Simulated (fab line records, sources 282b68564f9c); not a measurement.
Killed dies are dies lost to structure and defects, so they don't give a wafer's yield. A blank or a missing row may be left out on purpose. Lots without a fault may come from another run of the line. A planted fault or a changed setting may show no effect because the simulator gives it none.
Split-lot experiment | flow rit_cmos | 4 lots, 16 wafers read, on a route of 202 steps

THE SPLIT
At RIT_GATE_OXIDATION_05 (target thk 3 nm, ox time 270 s), the setting temp_c was moved away from the recipe's 900 C on 13 of the 16 wafers read, by -1.0% to +2.2%. The other wafers ran this setting at the recipe's value.

FROM THE SPLIT TO THE READING: what the file shows between them, 12 steps
- RIT_GATE_EXPOSE_13: exposes mask M6, target cd 150 nm (also split here: dose_mj)
- RIT_NLDD_IMPLANT_08 (also split here: dose_cm2)
- RIT_NLDD_STRIP_09: strips in O2, time 180 s
- RIT_NLDD_TW_MEAS_10
- RIT_PLDD_SOFTBAKE_02: time 60 s (also split here: temp_c)
- RIT_PLDD_EXPOSE_03: exposes mask M8, target cd 40900 nm
- RIT_PLDD_PEB_04
- RIT_PLDD_DEVELOP_05: develop time 50 s
- RIT_PLDD_IMPLANT_08 (also split here: dose_cm2)
- RIT_PLDD_STRIP_09: strips in O2, time 180 s
- RIT_PLDD_TW_MEAS_10
- RIT_PSD_COAT_01: resist thk 1000 nm (also split here: resist_thk_nm)

THE READING
etest.nmos_0p3.drive_ua_um (the simulator's own value, which no gauge read), at RIT_M1_PROBE_99. The file gives no usual value for it. The 3 wafers here that ran the recipe average 224.9, standard deviation 0.047.

wafer  | tool, chamber at the split | temp_c as run, C | against the recipe | etest.nmos_0p3.drive_ua_um | against lot-mates on the recipe
L074.1 | -, -                       | 920.2            | +2.2%              | 160.4                      | no lot-mate on the recipe
L074.2 | -, -                       | 920.2            | +2.2%              | 155.8                      | no lot-mate on the recipe
L074.3 | -, -                       | 920.2            | +2.2%              | 162.6                      | no lot-mate on the recipe
L074.4 | -, -                       | 920.2            | +2.2%              | 161.9                      | no lot-mate on the recipe
L074.6 | -, -                       | 920.2            | +2.2%              | 155                        | no lot-mate on the recipe
L076.1 | -, -                       | 890.6            | -1.0%              | 267.4                      | no lot-mate on the recipe
L076.5 | -, -                       | 890.6            | -1.0%              | 265.5                      | no lot-mate on the recipe
L076.6 | -, -                       | 890.6            | -1.0%              | 267.5                      | no lot-mate on the recipe
L080.2 | furnace-03, 0              | 900              | recipe             | 224.9                      | -
L080.3 | furnace-03, 0              | 900              | recipe             | 225                        | -
L080.6 | furnace-03, 0              | 900              | recipe             | 224.9                      | -
L084.2 | -, -                       | 916.1            | +1.8%              | 175.4                      | no lot-mate on the recipe
L084.3 | -, -                       | 916.1            | +1.8%              | 176.7                      | no lot-mate on the recipe
L084.4 | -, -                       | 916.1            | +1.8%              | 170.5                      | no lot-mate on the recipe
L084.5 | -, -                       | 916.1            | +1.8%              | 179.5                      | no lot-mate on the recipe
L084.6 | -, -                       | 916.1            | +1.8%              | 180.4                      | no lot-mate on the recipe

THE FIT
A straight line over all 16 wafers: etest.nmos_0p3.drive_ua_um changes by -31.5 for each +1% of temp_c; r = -0.99; the points scatter about the line by 4.4.
Too few moved wafers have a lot-mate on the recipe to fit a line with each lot's own level taken away.

THE WHOLE CHAIN: every reading that the file lists as answering this split, in the file's order
step            | what it does | reading                                                                     | change (the file's fit)           | r (the file's)
RIT_M1_PROBE_99 |              | etest.pmos_0p3.r_on_ohm_um (the simulator's own value, which no gauge read) | +584 for each +1% of the setting  | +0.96
RIT_M1_PROBE_99 |              | etest.nmos_0p3.r_on_ohm_um (the simulator's own value, which no gauge read) | +177 for each +1% of the setting  | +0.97
RIT_M1_PROBE_99 |              | etest.nmos_0p3.drive_ua_um (the simulator's own value, which no gauge read) | -31.5 for each +1% of the setting | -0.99

THE FILE'S OWN FIT
etest.nmos_0p3.drive_ua_um changes by -31.5 for each +1% of temp_c, r = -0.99.
